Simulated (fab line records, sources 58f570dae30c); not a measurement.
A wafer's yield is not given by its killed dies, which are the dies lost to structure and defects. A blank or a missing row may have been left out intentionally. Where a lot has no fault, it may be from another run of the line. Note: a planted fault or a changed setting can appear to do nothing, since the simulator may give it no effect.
A struck lot beside a sound one    flow berkeley-cmos170    14 out of 331 route steps
Sound: the wafers L244.1, L244.3, L244.4. The struck wafers were L242.2, L242.3, L242.5. At the end, the cause is stated.
Per side, at each step with rows, come the tool, then ch with its chambers, and then its first start. Under that, the readings that differ: sound wafers    struck wafers    difference of the means    sigmas: that difference in standard deviations of wafers without a fault.
alike: same words and numbers on both sides, and readings whose means sit less than 2 such deviations apart. not compared: any withheld reading, any reading some wafer has no value for, any bound like >300 that may hide the same value, and any number with overlapping values for which the record gives no deviation.
A row with sigmas, a row that says differs or no value, or rows on one side alone: a step with any of these is where the two part. Non-overlapping numbers with no deviation appear without sigmas and do not part them. A reading missing from all wafers of one side parts the sides only when that side holds two or more wafers.

UCB170_NWELL_THK_MEAS_02:
  struck on film-metro-04, day 4 09:50; sound on film-metro-02, day 4 19:55
  alike: NWELL_OXIDE_THK
then, 2 steps without rows for these wafers: UCB170_NWELL_ANNEAL_03 (time 900 s); UCB170_NWELL_CVD_04 (deposits Si3N4 from SiH2Cl2/NH3, target thk 224 nm, time 3360 s).
UCB170_NWELL_THK_MEAS_05:
  struck on film-metro-04, day 4 21:01; sound on film-metro-03, day 5 04:06
  alike: NWELL_NITRIDE_THK
then, 6 steps without rows for these wafers: UCB170_NWELL_HMDS_06 (prime time 60 s); UCB170_NWELL_COAT_07 (resist thk 900 nm); UCB170_NWELL_SOFTBAKE_08 (time 60 s); UCB170_NWELL_EXPOSE_09 (exposes mask NWELL, target cd 3000 nm); UCB170_NWELL_PEB_10; UCB170_NWELL_DEVELOP_11 (develop time 45 s).
UCB170_NWELL_OVL_MEAS_12:
  struck on overlay-01, day 4 22:09; sound on overlay-01, day 5 05:17
  alike: NWELL_OVL
UCB170_NWELL_ETCH_13: etches Si3N4 in CH3F/Ar/O2, stops on SiO2, target depth 246.4 nm, time 154 s.
  sound on rie-diel-03 ch 0,2,3, day 5 05:19; struck on rie-diel-01 ch 0,2, day 4 22:11
  alike: CH3F_flow_sccm, drypump-motor-current-A, oes-product-au, throttle-valve-pct
  not compared: rf-hours-counter-h
UCB170_NWELL_IMPLANT_14:
  sound on implanter-01 ch 0, day 5 05:25; struck on implanter-02 ch 0, day 4 22:19
reading             sound              struck             difference  sigmas
tilt-deg (degrees)  6.994 7.000 6.999  8.000 8.010 7.994  +1.004      +50
UCB170_NWELL_STRIP_15: strips in O2.
  sound on plasma-asher-03 ch 0,1, day 5 05:34; struck on plasma-asher-03 ch 0,1, day 4 22:26
  alike: drypump-motor-current-A, o2-flow-sccm, oes-product-au, strip-time-to-endpoint-s
  not compared: rf-hours-counter-h

## WHERE THEY PART
Only at UCB170_NWELL_IMPLANT_14, as far as this record shows. Later steps at which nothing parts them and some readings are alike: UCB170_NWELL_STRIP_15.

WHY: what had been put in by the simulator
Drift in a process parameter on implanter-02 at UCB170_NWELL_IMPLANT_14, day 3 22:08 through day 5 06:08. From 7, the setting tilt-deg moved by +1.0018. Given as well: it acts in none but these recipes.
